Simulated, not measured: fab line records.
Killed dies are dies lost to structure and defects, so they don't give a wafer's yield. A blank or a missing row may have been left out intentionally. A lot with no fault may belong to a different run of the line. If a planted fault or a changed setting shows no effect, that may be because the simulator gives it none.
fab line records + flow berkeleyCmos170
[record]
- lots = 5
- wafers = 15
- lastDay = 13
route steps=331 shown ACTIVE@73 PFIELD@79
lots with no fault: from the same line, run without faults
startH: start of the lot's first displayed wafer, in hours after the record's first day + waitH: how many hours have passed since the lot's step before this one + " as in the row above + L1.1+2: a row that stands for several wafers + - no value, or no start given + * or withheld: withheld + < > ~ a bound
route shown NAME@n: NAME is a module with steps in the file, n the number in the route of the first one + usual: mean and standard deviation over wafers with no fault + same: alike in all rows + chamber/n: place in a boat + sites: each site's reading + _std_site: the standard deviation of these + _edge_site: outer sites' mean less inner sites' + radiusMm: how far each site lies from the wafer's centre + mask NAME#n: copy n + behind: the tool/chamber that last shaped the wafer + hold: why the lot went on hold/how many hours it stayed there/how the hold came to an end + device: which transistor (n, p or np) failed to switch + end of line: the same wafers' tests at the end of the route + step lacking rows: just its recipe + killed: the dies lost at the first sort to structure and to defects; this is not the yield of the wafer + map: a wafer's dies, marking killed ones x, the rest . and places with no die _
set.NAME: the run value of the setting; set.NAME@STEP: its run value at that earlier step + model.NAME: the simulator's own value behind a step, which no gauge read
a table for each step, a row for each wafer; lots at some steps of the route
services: the hour from which a tool's chamber was out of use, counted from the record's first day as startH (under 0 if before that day), plus the number of hours and why
[[steps]]
[step UCB170_ACTIVE_CD_MEAS_13]
[recipe]
- targetCdNm = 1200
[usual]
- cdNm = 1199.7/1.4
| lot.wafer | tool     | chamber | startH | waitH | cdNm   |
|-----------|----------|---------|--------|-------|--------|
| L084.3    | cdSem-02 | -       | 145.10 | -     | 1200.7 |
| L084.4    | "        | -       | "      | "     | 1200.5 |
| L084.6    | "        | -       | "      | "     | 1201.5 |
| L088.1    | cdSem-02 | -       | 165.83 | -     | 1199.4 |
| L088.2    | "        | -       | "      | "     | 1198.2 |
| L088.5    | "        | -       | "      | "     | 1198.5 |
| L086.4    | cdSem-01 | -       | 166.62 | -     | 1200.5 |
| L086.5    | "        | -       | "      | "     | 1201.2 |
| L086.6    | "        | -       | "      | "     | 1202.4 |
| L093.1    | cdSem-01 | -       | 193.10 | -     | 1198.8 |
| L093.2    | "        | -       | "      | "     | 1199.8 |
| L093.4    | "        | -       | "      | "     | 1199.6 |
| L096.2    | cdSem-01 | -       | 200.78 | -     | 1199.9 |
| L096.4    | "        | -       | "      | "     | 1201.4 |
| L096.6    | "        | -       | "      | "     | 1200.1 |
[step UCB170_ACTIVE_OVL_MEAS_14]
[usual]
- ACTIVE_OVL = -2/5.4
| lot.wafer | tool       | chamber | startH | waitH | ACTIVE_OVL[nm] |
|-----------|------------|---------|--------|-------|----------------|
| L084.3    | overlay-02 | -       | 145.19 | 0.1   | 10             |
| L084.4    | "          | -       | "      | "     | 4              |
| L084.6    | "          | -       | "      | "     | 6              |
| L088.1    | overlay-01 | -       | 165.95 | 0.1   | -4             |
| L088.2    | "          | -       | "      | "     | -6             |
| L088.5    | "          | -       | "      | "     | 0              |
| L086.4    | overlay-01 | -       | 166.70 | 0.1   | -5             |
| L086.5    | "          | -       | "      | "     | -9             |
| L086.6    | "          | -       | "      | "     | -1             |
| L093.1    | overlay-01 | -       | 193.22 | 0.1   | 8              |
| L093.2    | "          | -       | "      | "     | 10             |
| L093.4    | "          | -       | "      | "     | 8              |
| L096.2    | overlay-01 | -       | 200.89 | 0.1   | -4             |
| L096.4    | "          | -       | "      | "     | -5             |
| L096.6    | "          | -       | "      | "     | -7             |
[step UCB170_ACTIVE_ETCH_15]
[recipe]
- chemistry = CH3F/Ar/O2
- target = Si3N4
- stopOn = SiO2
- CH3F_flow_sccm = 20
- Ar_flow_sccm = 50
- O2_flow_sccm = 7
- pressureMtorr = 50
- rfW = 450
- targetDepthA = 2420
- overEtchFrac = 0.1
- timeS = 151
[usual]
- chamberPressureMTorr = 50.01/0.042
- drypumpMotorCurrentA = 5.6/0.56
- oesProductAu = 0.938/0.014
- throttleValvePct = 8.03/0.14
[same]
- overEtchFrac = 0.1
| lot.wafer | tool       | chamber | startH | waitH | chamberPressureMTorr | drypumpMotorCurrentA | oesProductAu | rfHoursCounterH | throttleValvePct |
|-----------|------------|---------|--------|-------|----------------------|----------------------|--------------|-----------------|------------------|
| L084.3    | rieDiel-02 | 2       | 145.21 | 0.0   | 50.09                | 6.7                  | 0.945        | 128             | 7.78             |
| L084.4    | "          | 0       | "      | "     | 50.08                | 5.7                  | 0.966        | 150             | 7.92             |
| L084.6    | "          | 2       | "      | "     | 49.99                | 6.7                  | 0.940        | -               | 7.77             |
| L088.1    | rieDiel-02 | 0       | 165.99 | 0.0   | 50.04                | 5.7                  | 0.971        | 150             | 7.93             |
| L088.2    | "          | 2       | "      | "     | 50.02                | 6.7                  | 0.940        | 129             | 7.77             |
| L088.5    | "          | 1       | "      | "     | 49.96                | 5.5                  | 0.929        | -               | 8.07             |
| L086.4    | rieDiel-01 | 2       | 166.71 | 0.0   | 50.06                | 5.3                  | 0.930        | 5               | 7.99             |
| L086.5    | "          | 3       | "      | "     | 50.01                | 6.1                  | 0.945        | -               | 8.08             |
| L086.6    | "          | 2       | "      | "     | 50.01                | 5.3                  | 0.921        | -               | 7.97             |
| L093.1    | rieDiel-01 | 3       | 193.25 | 0.0   | 49.95                | 6.1                  | 0.946        | 16              | 8.07             |
| L093.2    | "          | 0       | "      | "     | 50.02                | 5.1                  | 0.952        | 112             | 7.95             |
| L093.4    | "          | 2       | "      | "     | 50.03                | 5.3                  | 0.929        | 6               | 7.97             |
| L096.2    | rieDiel-03 | 0       | 200.92 | 0.0   | 49.99                | 5.0                  | 0.958        | 120             | 8.29             |
| L096.4    | "          | 1       | "      | "     | 50.02                | 5.0                  | 0.963        | 71              | 8.18             |
| L096.6    | "          | 2       | "      | "     | 50.09                | 6.2                  | 0.944        | -               | 8.29             |
[step UCB170_ACTIVE_STRIP_16]
[recipe]
- chemistry = O2
- powerW = 400
- pressureMtorr = 3500
- platenTempC = withheld
- o2FlowSccm = 400
- overashFraction = 0.5
[usual]
- chamberPressureMTorr = 3500/3.1
- drypumpMotorCurrentA = 5.7/0.48
- oesProductAu = 0.721/0.0044
- stripTimeToEndpointS = 18.09/0.068
| lot.wafer | tool           | chamber | startH | waitH | chamberPressureMTorr | drypumpMotorCurrentA | oesProductAu | rfHoursCounterH | stripTimeToEndpointS |
|-----------|----------------|---------|--------|-------|----------------------|----------------------|--------------|-----------------|----------------------|
| L084.3    | plasmaAsher-04 | 0       | 145.35 | 0.1   | 3503                 | 5.2                  | 0.720        | -               | 18.15                |
| L084.4    | "              | 1       | "      | "     | 3500                 | 5.8                  | 0.732        | -               | 18.14                |
| L084.6    | "              | 1       | "      | "     | 3504                 | 5.8                  | 0.726        | -               | 18.13                |
| L088.1    | plasmaAsher-01 | 0       | 166.09 | 0.1   | 3499                 | 6.2                  | 0.725        | 46              | 18.02                |
| L088.2    | "              | 1       | "      | "     | 3499                 | 6.2                  | 0.717        | 46              | 18.08                |
| L088.5    | "              | 0       | "      | "     | 3501                 | 6.2                  | 0.714        | -               | 18.02                |
| L086.4    | plasmaAsher-01 | 0       | 166.85 | 0.1   | 3497                 | 6.2                  | 0.723        | -               | 18.23                |
| L086.5    | "              | 1       | "      | "     | 3496                 | 6.2                  | 0.717        | -               | 18.26                |
| L086.6    | "              | 0       | "      | "     | 3497                 | 6.2                  | 0.722        | -               | 18.36                |
| L093.1    | plasmaAsher-01 | 0       | 193.35 | 0.1   | 3500                 | 6.2                  | 0.720        | 49              | 18.10                |
| L093.2    | "              | 1       | "      | "     | 3497                 | 6.2                  | 0.719        | 49              | 18.10                |
| L093.4    | "              | 0       | "      | "     | 3499                 | 6.2                  | 0.717        | -               | 18.16                |
| L096.2    | plasmaAsher-02 | 1       | 201.02 | 0.1   | 3498                 | 5.7                  | 0.725        | 43              | 18.01                |
| L096.4    | "              | 1       | "      | "     | 3502                 | 5.7                  | 0.722        | -               | 18.08                |
| L096.6    | "              | 0       | "      | "     | 3497                 | 4.9                  | 0.722        | -               | 18.00                |
[step UCB170_ACTIVE_CD_MEAS_90]
[recipe]
- targetCdNm = 1200
[usual]
- cdNm = 1199.7/1.4
| lot.wafer | tool     | chamber | startH | waitH | cdNm   |
|-----------|----------|---------|--------|-------|--------|
| L084.3    | cdSem-02 | -       | 145.45 | 0.1   | 1200.8 |
| L084.4    | "        | -       | "      | "     | 1200.7 |
| L084.6    | "        | -       | "      | "     | 1201.4 |
| L088.1    | cdSem-01 | -       | 166.19 | 0.1   | 1199.1 |
| L088.2    | "        | -       | "      | "     | 1198.0 |
| L088.5    | "        | -       | "      | "     | 1198.4 |
| L086.4    | cdSem-01 | -       | 166.98 | 0.1   | 1200.5 |
| L086.5    | "        | -       | "      | "     | 1201.0 |
| L086.6    | "        | -       | "      | "     | 1202.6 |
| L093.1    | cdSem-01 | -       | 193.45 | 0.1   | 1198.7 |
| L093.2    | "        | -       | "      | "     | 1199.9 |
| L093.4    | "        | -       | "      | "     | 1199.7 |
| L096.2    | cdSem-02 | -       | 201.18 | 0.1   | 1200.4 |
| L096.4    | "        | -       | "      | "     | 1201.4 |
| L096.6    | "        | -       | "      | "     | 1201.0 |
[step UCB170_ACTIVE_CLEAN_17]
[recipe]
- chemistry = SPM
- tempC = 120
- timeS = 600
| lot.wafer  | tool        | chamber | startH | waitH |
|------------|-------------|---------|--------|-------|
| L084.3+4+6 | wetBench-03 | 1       | 148.30 | 2.8   |
| L086.4+5+6 | wetBench-02 | 3       | 168.26 | 1.3   |
| L088.1+2+5 | wetBench-02 | 0       | 168.26 | 2.1   |
| L093.1+2+4 | wetBench-02 | 0       | 193.57 | 0.1   |
| L096.2+4+6 | wetBench-02 | 2       | 204.67 | 3.5   |
[step UCB170_PFIELD_HMDS_00]
[recipe]
- primeTimeS = 60
- primeTempC = 100
| lot.wafer  | tool          | chamber | startH | waitH |
|------------|---------------|---------|--------|-------|
| L084.3+4+6 | lithoTrack-02 | 0       | 148.53 | 0.1   |
| L088.1+2+5 | lithoTrack-01 | 0       | 168.46 | 0.0   |
| L086.4+5+6 | lithoTrack-04 | 0       | 168.53 | 0.1   |
| L093.1+2+4 | lithoTrack-01 | 0       | 193.75 | 0.0   |
| L096.2+4+6 | lithoTrack-04 | 0       | 204.87 | 0.0   |
[step UCB170_PFIELD_COAT_01]
[recipe]
- resist = KrF
- spinRpm = 1500
- resistThkNm = 900
| lot.wafer  | tool          | chamber | startH | waitH |
|------------|---------------|---------|--------|-------|
| L084.3+4+6 | lithoTrack-02 | 0       | 148.68 | 0.1   |
| L088.1+2+5 | lithoTrack-01 | 0       | 168.61 | 0.1   |
| L086.4+5+6 | lithoTrack-04 | 0       | 168.68 | 0.1   |
| L093.1+2+4 | lithoTrack-01 | 0       | 193.90 | 0.1   |
| L096.2+4+6 | lithoTrack-04 | 0       | 205.02 | 0.1   |
[step UCB170_PFIELD_SOFTBAKE_02]
[recipe]
- resist = KrF
- tempC = 130
- timeS = 60
[usual]
- plateTempC = 130.02/0.14
| lot.wafer | tool          | chamber | startH | waitH | plateTempC |
|-----------|---------------|---------|--------|-------|------------|
| L084.3    | lithoTrack-02 | 0       | 148.83 | 0.1   | 129.77     |
| L084.4    | "             | 0       | "      | "     | 129.93     |
| L084.6    | "             | 0       | "      | "     | 129.76     |
| L088.1    | lithoTrack-01 | 0       | 168.76 | 0.1   | 130.06     |
| L088.2    | "             | 0       | "      | "     | 129.91     |
| L088.5    | "             | 0       | "      | "     | 130.06     |
| L086.4    | lithoTrack-04 | 0       | 168.83 | 0.1   | 130.36     |
| L086.5    | "             | 0       | "      | "     | 130.19     |
| L086.6    | "             | 0       | "      | "     | 130.04     |
| L093.1    | lithoTrack-01 | 0       | 194.05 | 0.1   | 130.07     |
| L093.2    | "             | 0       | "      | "     | 129.92     |
| L093.4    | "             | 0       | "      | "     | 129.94     |
| L096.2    | lithoTrack-04 | 0       | 205.17 | 0.1   | 130.04     |
| L096.4    | "             | 0       | "      | "     | 129.84     |
| L096.6    | "             | 0       | "      | "     | 130.23     |
[step UCB170_PFIELD_EXPOSE_03]
[recipe]
- maskId = PFIELD
- na = 0.5
- sigmaOuter = 0.6
- sourceShape = conventional
- targetCdNm = 1500
- doseMj = 30
[usual]
- stageVelMmS = 499.93/0.26
[same]
- sigmaOuter = 0.6
| lot.wafer | tool          | chamber | startH | waitH | mask     | stageVelMmS |
|-----------|---------------|---------|--------|-------|----------|-------------|
| L084.3    | krfScanner-02 | 0       | 149.21 | 0.4   | PFIELD#0 | 500.06      |
| L084.4    | "             | 0       | "      | "     | PFIELD#0 | 499.89      |
| L084.6    | "             | 0       | "      | "     | PFIELD#0 | 499.78      |
| L088.1    | krfScanner-01 | 0       | 169.03 | 0.2   | PFIELD#0 | 500.18      |
| L088.2    | "             | 0       | "      | "     | PFIELD#0 | 500.42      |
| L088.5    | "             | 0       | "      | "     | PFIELD#0 | 500.04      |
| L086.4    | krfScanner-01 | 0       | 169.21 | 0.3   | PFIELD#0 | 500.09      |
| L086.5    | "             | 0       | "      | "     | PFIELD#0 | 499.90      |
| L086.6    | "             | 0       | "      | "     | PFIELD#0 | 499.89      |
| L093.1    | krfScanner-02 | 0       | 194.20 | 0.1   | PFIELD#0 | 499.61      |
| L093.2    | "             | 0       | "      | "     | PFIELD#0 | 500.10      |
| L093.4    | "             | 0       | "      | "     | PFIELD#0 | 500.27      |
| L096.2    | krfScanner-01 | 0       | 205.44 | 0.2   | PFIELD#0 | 499.73      |
| L096.4    | "             | 0       | "      | "     | PFIELD#0 | 499.81      |
| L096.6    | "             | 0       | "      | "     | PFIELD#0 | 499.85      |
[step UCB170_PFIELD_PEB_04]
[recipe]
- pebTempC = 130
- pebTimeS = withheld
- resist = KrF
[usual]
- plateTempC = 129.99/0.13
| lot.wafer | tool          | chamber | startH | waitH | plateTempC |
|-----------|---------------|---------|--------|-------|------------|
| L084.3    | lithoTrack-02 | 0       | 149.70 | 0.5   | 130.08     |
| L084.4    | "             | 0       | "      | "     | 130.04     |
| L084.6    | "             | 0       | "      | "     | 130.05     |
| L088.1    | lithoTrack-02 | 0       | 169.38 | 0.3   | 130.02     |
| L088.2    | "             | 0       | "      | "     | 130.12     |
| L088.5    | "             | 0       | "      | "     | 130.07     |
| L086.4    | lithoTrack-02 | 0       | 169.73 | 0.5   | 129.92     |
| L086.5    | "             | 0       | "      | "     | 129.89     |
| L086.6    | "             | 0       | "      | "     | 129.97     |
| L093.1    | lithoTrack-04 | 0       | 194.34 | 0.1   | 129.78     |
| L093.2    | "             | 0       | "      | "     | 129.85     |
| L093.4    | "             | 0       | "      | "     | 129.87     |
| L096.2    | lithoTrack-01 | 0       | 206.05 | 0.6   | 130.09     |
| L096.4    | "             | 0       | "      | "     | 129.93     |
| L096.6    | "             | 0       | "      | "     | 129.91     |
[[services]]
| tool           | chamber | startH | hours | kind          |
|----------------|---------|--------|-------|---------------|
| krfScanner-02  | -       | 149.62 | 4.4   | pm            |
| rieDiel-01     | 0       | 153.16 | 8.4   | repair        |
| krfScanner-02  | -       | 168.60 | 3.6   | pm            |
| krfScanner-02  | -       | 173.15 | 1.3   | pm            |
| plasmaAsher-02 | -       | 174.57 | 2.8   | pm            |
| rieDiel-02     | 0       | 178.12 | -     | clean         |
| rieDiel-02     | 0       | 178.12 | 15.3  | scheduledDown |
| rieDiel-02     | 0       | 178.12 | 15.3  | ventCycle     |
| rieDiel-01     | 1       | 193.32 | 5.1   | repair        |
[[key]]
fault none
